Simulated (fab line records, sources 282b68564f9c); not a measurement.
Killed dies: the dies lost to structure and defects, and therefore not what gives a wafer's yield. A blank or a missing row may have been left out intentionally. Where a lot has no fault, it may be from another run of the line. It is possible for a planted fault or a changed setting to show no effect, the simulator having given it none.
fab line records | flow rit_cmos
record: lots: 16 wafers: 48 last_day: 7
route steps=202 shown FOX2@27 NRETRO@62 NSD@141 CONTACT@173
lots with no fault: from the same line, run without faults
start_h: hours from the record's opening day to when the first of the lot's shown wafers began | wait_h: time in hours since the lot's previous step | " repeats the value in the row above | L1.1+2: a single row standing in for several wafers | - no value, or no start was given | * or withheld: withheld | < > ~ a bound
route shown NAME@n: NAME is a module with steps in the file, n the number in the route of the first one | usual: mean and standard deviation over wafers with no fault | same: alike in all rows | chamber/n: place in a boat | sites: readings site by site | _std_site: standard deviation of those values | _edge_site: the outer-site mean with the inner-site mean subtracted | radius_mm: for every site, how far away it sits from the centre of the wafer | mask NAME#n: copy n | behind: the most recent tool/chamber to have shaped the wafer | hold: why the lot went on hold/how many hours it stayed there/how the hold came to an end | device: transistor that didn't switch, given as n, p or np | end of line: the tests these same wafers got at the end of their route | step lacking rows: just its recipe | killed: at the first sort, the dies lost to defects and structure; wafer yield is something else | map: a wafer's dies, marking killed ones x, the rest . and places with no die _
set.NAME: the run value of the setting; set.NAME@STEP: its run value at that earlier step | model.NAME: the simulator's own value behind a step, which no gauge read
the route's steps for a sample of lots (tables are steps, rows are wafers)
services: when a tool's chamber went out of use (start_h, in hours from the record's first day, below 0 if earlier), for how many hours, and the reason
== steps ==
step: RIT_FOX2_THK_MEAS_90
recipe: reads: SiO2_of_FOX2_OXIDATION_00
usual: FIELD_OXIDE_LEFT_1_THK: 319/6.4
columns lot.wafer tool chamber start_h wait_h FIELD_OXIDE_LEFT_1_THK[nm]
L950.2 film_metro-04 - 28.43 0.0 322
L950.4 " - " " 331
L950.6 " - " " 324
L952.2 film_metro-01 - 32.06 0.0 321
L952.4 " - " " 317
L952.5 " - " " 316
L953.1 film_metro-03 - 36.09 0.0 320
L953.2 " - " " 312
L953.5 " - " " 313
L954.3 film_metro-03 - 40.90 0.0 319
L954.4 " - " " 327
L954.5 " - " " 315
L955.4 film_metro-03 - 45.78 0.0 312
L955.5 " - " " 313
L955.6 " - " " 313
L956.2 film_metro-01 - 49.84 0.0 317
L956.3 " - " " 309
L956.6 " - " " 319
L959.1 film_metro-03 - 64.19 0.0 322
L959.2 " - " " 325
L959.6 " - " " 325
L962.1 film_metro-01 - 79.19 0.0 314
L962.4 " - " " 314
L962.6 " - " " 318
L963.2 film_metro-01 - 84.21 0.0 312
L963.3 " - " " 316
L963.6 " - " " 311
L964.2 film_metro-04 - 89.32 0.0 310
L964.4 " - " " 314
L964.5 " - " " 308
L965.3 film_metro-03 - 94.25 0.0 324
L965.4 " - " " 321
L965.6 " - " " 323
L966.3 film_metro-04 - 99.36 0.0 323
L966.4 " - " " 327
L966.6 " - " " 321
L968.1 film_metro-04 - 109.43 0.0 314
L968.3 " - " " 313
L968.4 " - " " 311
L970.1 film_metro-04 - 119.74 0.0 320
L970.3 " - " " 317
L970.4 " - " " 322
L971.1 film_metro-04 - 124.25 0.0 316
L971.3 " - " " 314
L971.4 " - " " 314
L973.1 film_metro-04 - 134.20 0.0 332
L973.2 " - " " 320
L973.4 " - " " 326
step: RIT_NRETRO_STRIP_09
recipe: chemistry: O2 time_s: 180 resist: NOVOLAK platen_temp_c: withheld power_w: 500 pressure_mtorr: 4000 o2_flow_sccm: 4000
usual: drypump_motor_current_A: 6.2/0.39
columns lot.wafer tool chamber start_h wait_h drypump_motor_current_A rf_hours_counter_h
L950.2 plasma_asher-01 1 38.35 0.1 5.5 40
L950.4 " 0 " " 5.4 -
L950.6 " 0 " " 5.5 -
L952.2 plasma_asher-04 0 43.43 0.1 6.5 40
L952.4 " 0 " " 6.5 -
L952.5 " 1 " " 6.1 -
L953.1 plasma_asher-02 0 46.14 0.1 6.4 38
L953.2 " 1 " " 6.3 38
L953.5 " 1 " " 6.3 -
L954.3 plasma_asher-01 1 51.15 0.1 5.5 -
L954.4 " 0 " " 5.4 -
L954.5 " 1 " " 5.5 -
L955.4 plasma_asher-01 0 56.30 0.1 5.4 -
L955.5 " 0 " " 5.4 -
L955.6 " 1 " " 5.5 -
L956.2 plasma_asher-01 1 61.44 0.1 5.5 43
L956.3 " 0 " " 5.5 -
L956.6 " 0 " " 5.5 -
L959.1 plasma_asher-04 1 74.72 0.1 6.2 44
L959.2 " 0 " " 6.6 44
L959.6 " 1 " " 6.1 -
L962.1 plasma_asher-04 1 90.37 0.1 6.1 46
L962.4 " 1 " " 6.2 -
L962.6 " 0 " " 6.5 -
L963.2 plasma_asher-02 1 94.20 0.1 6.3 43
L963.3 " 0 " " 6.4 -
L963.6 " 1 " " 6.3 -
L964.2 plasma_asher-01 1 99.55 0.1 5.5 47
L964.4 " 1 " " 5.5 -
L964.5 " 0 " " 5.4 -
L965.3 plasma_asher-02 1 104.35 0.1 6.3 -
L965.4 " 0 " " 6.4 -
L965.6 " 1 " " 6.4 -
L966.3 plasma_asher-02 0 109.31 0.1 6.3 -
L966.4 " 1 " " 6.3 -
L966.6 " 1 " " 6.3 -
L968.1 plasma_asher-04 1 119.72 0.1 6.2 0
L968.3 " 0 " " 6.6 -
L968.4 " 1 " " 6.1 -
L970.1 plasma_asher-02 1 129.62 0.1 6.3 48
L970.3 " 1 " " 6.3 -
L970.4 " 0 " " 6.3 -
L971.1 plasma_asher-04 0 134.83 0.1 6.6 2
L971.3 " 0 " " 6.6 -
L971.4 " 1 " " 6.2 -
L973.1 plasma_asher-04 0 144.87 0.1 6.6 3
L973.2 " 1 " " 6.1 3
L973.4 " 0 " " 6.5 -
step: RIT_NSD_TW_MEAS_10
usual: NSD_TW: 3128/29
columns lot.wafer tool chamber start_h wait_h NSD_TW
L950.2 film_metro-02 - 56.64 0.1 3120
L950.4 " - " " 3138
L950.6 " - " " 3134
L952.2 film_metro-03 - 62.72 0.1 3127
L952.4 " - " " 3137
L952.5 " - " " 3153
L953.1 film_metro-03 - 64.67 0.1 3147
L953.2 " - " " 3126
L953.5 " - " " 3131
L954.3 film_metro-02 - 68.88 0.1 3142
L954.4 " - " " 3128
L954.5 " - " " 3147
L955.4 film_metro-02 - 74.52 0.1 3130
L955.5 " - " " 3139
L955.6 " - " " 3160
L956.2 film_metro-01 - 78.25 0.1 3104
L956.3 " - " " 3091
L956.6 " - " " 3095
L959.1 film_metro-02 - 91.87 0.1 3139
L959.2 " - " " 3109
L959.6 " - " " 3121
L962.1 film_metro-02 - 107.31 0.1 3150
L962.4 " - " " 3143
L962.6 " - " " 3158
L963.2 film_metro-02 - 112.26 0.1 3160
L963.3 " - " " 3160
L963.6 " - " " 3165
L964.2 film_metro-03 - 117.78 0.1 3120
L964.4 " - " " 3132
L964.5 " - " " 3135
L965.3 film_metro-03 - 122.80 0.1 3138
L965.4 " - " " 3123
L965.6 " - " " 3131
L966.3 film_metro-02 - 127.61 0.1 3151
L966.4 " - " " 3144
L966.6 " - " " 3158
L968.1 film_metro-02 - 137.58 0.1 3161
L968.3 " - " " 3151
L968.4 " - " " 3160
L970.1 film_metro-01 - 147.17 0.1 3084
L970.3 " - " " 3070
L970.4 " - " " 3092
L971.1 film_metro-02 - 153.07 0.1 3144
L971.3 " - " " 3155
L971.4 " - " " 3150
L973.1 film_metro-01 - 162.85 0.1 3087
L973.2 " - " " 3086
L973.4 " - " " 3087
step: RIT_CONTACT_EXPOSE_05
recipe: mask_id: M11 na: 0.6 source_shape: conventional sigma_outer: 0.5 target_cd_nm: 1000 dose_mj: 250
columns lot.wafer tool chamber start_h wait_h mask
L950.2+4+6 iline_stepper-02 0 60.30 0.2 M11#0
L952.2+4+5 iline_stepper-01 0 66.66 0.2 M11#0
L953.1+2+5 iline_stepper-02 0 68.26 0.2 M11#0
L954.3+4+5 iline_stepper-02 0 72.60 0.1 M11#0
L955.4+5+6 iline_stepper-01 0 78.27 0.2 M11#0
L956.2+3+6 iline_stepper-01 0 81.89 0.1 M11#0
L959.1+2+6 iline_stepper-01 0 95.60 0.2 M11#0
L962.1+4+6 iline_stepper-01 0 110.94 0.2 M11#0
L963.2+3+6 iline_stepper-01 0 115.77 0.1 M11#0
L964.2+4+5 iline_stepper-01 0 121.26 0.1 M11#0
L965.3+4+6 iline_stepper-01 0 126.29 0.1 M11#0
L966.3+4+6 iline_stepper-02 0 131.27 0.2 M11#0
L968.1+3+4 iline_stepper-02 0 141.05 0.1 M11#0
L970.1+3+4 iline_stepper-01 0 150.88 0.2 M11#0
L971.1+3+4 iline_stepper-01 0 156.66 0.1 M11#0
L973.1+2+4 iline_stepper-02 0 166.41 0.1 M11#0
step: RIT_CONTACT_OVL_MEAS_09
usual: CONTACT_OVL: -1.2/1.5
columns lot.wafer tool chamber start_h wait_h CONTACT_OVL[nm]
L950.2 overlay-01 - 60.92 0.1 -3.5
L950.4 " - " " -3.6
L950.6 " - " " -0.7
L952.2 overlay-01 - 67.29 0.1 0.6
L952.4 " - " " -1.4
L952.5 " - " " 0.2
L953.1 overlay-01 - 68.90 0.1 1.0
L953.2 " - " " 0.5
L953.5 " - " " 0.1
L954.3 overlay-02 - 73.21 0.1 -2.1
L954.4 " - " " -0.8
L954.5 " - " " -4.8
L955.4 overlay-01 - 78.86 0.1 0.4
L955.5 " - " " -1.4
L955.6 " - " " -0.9
L956.2 overlay-01 - 82.51 0.1 0.4
L956.3 " - " " 2.1
L956.6 " - " " -0.8
L959.1 overlay-02 - 96.24 0.1 1.5
L959.2 " - " " -0.9
L959.6 " - " " 1.1
L962.1 overlay-01 - 111.58 0.1 -0.7
L962.4 " - " " -1.2
L962.6 " - " " -2.0
L963.2 overlay-02 - 116.40 0.1 -1.7
L963.3 " - " " -2.1
L963.6 " - " " -3.3
L964.2 overlay-01 - 121.89 0.1 129.0
L964.4 " - " " 126.7
L964.5 " - " " 129.0
L965.3 overlay-02 - 126.90 0.1 129.6
L965.4 " - " " 130.5
L965.6 " - " " 130.0
L966.3 overlay-02 - 131.88 0.1 -3.5
L966.4 " - " " -2.7
L966.6 " - " " -4.4
L968.1 overlay-01 - 141.69 0.1 -3.1
L968.3 " - " " -2.6
L968.4 " - " " -1.9
L970.1 overlay-02 - 151.52 0.1 127.9
L970.3 " - " " 128.8
L970.4 " - " " 127.1
L971.1 overlay-01 - 157.36 0.1 129.0
L971.3 " - " " 128.8
L971.4 " - " " 129.2
L973.1 overlay-01 - 167.05 0.1 0.3
L973.2 " - " " -0.5
L973.4 " - " " 0.3
== services ==
columns tool chamber start_h hours kind
plasma_asher-01 - 21.02 1.2 repair
iline_stepper-01 - 44.04 4.4 pm
iline_stepper-02 - 50.04 5.8 repair
iline_stepper-02 0 62.32 - calibration
plasma_asher-01 - 106.44 15.6 pm
iline_stepper-01 0 107.33 - calibration
plasma_asher-04 - 108.75 9.0 pm
plasma_asher-04 0 108.75 9.0 vent_cycle
plasma_asher-04 1 108.75 9.0 vent_cycle
iline_stepper-02 - 111.03 2.4 repair
plasma_asher-04 0 117.75 - clean
plasma_asher-04 1 117.75 - clean
plasma_asher-01 - 131.99 10.1 repair
== key ==
first_sign: step: RIT_CONTACT_OVL_MEAS_09 reading: CONTACT_OVL direction: up sigmas: 86 usual: -1.2 struck: 128.8
effect none on later readings
met_at RIT_CONTACT_EXPOSE_05
struck_lots L964,L965,L970,L971
tester_left_out L964,L965,L970,L971
not_acting_at RIT_FOX2_THK_MEAS_90,RIT_NRETRO_STRIP_09,RIT_NSD_TW_MEAS_10
onset_between 115.77 121.26
fault: kind: scanner_matching_overlay tool: iline_stepper-01 chamber: - onset_h: 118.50 steps: RIT_CONTACT_EXPOSE_05 offset: 130
tester_left_out: of these lots the tester's yield and bins aren't shown, on N5 and GAA mostly nor the transistor test; their killed dies are dies lost to structure and defects alone, not to doping, threshold or leakage, so they don't give the yield
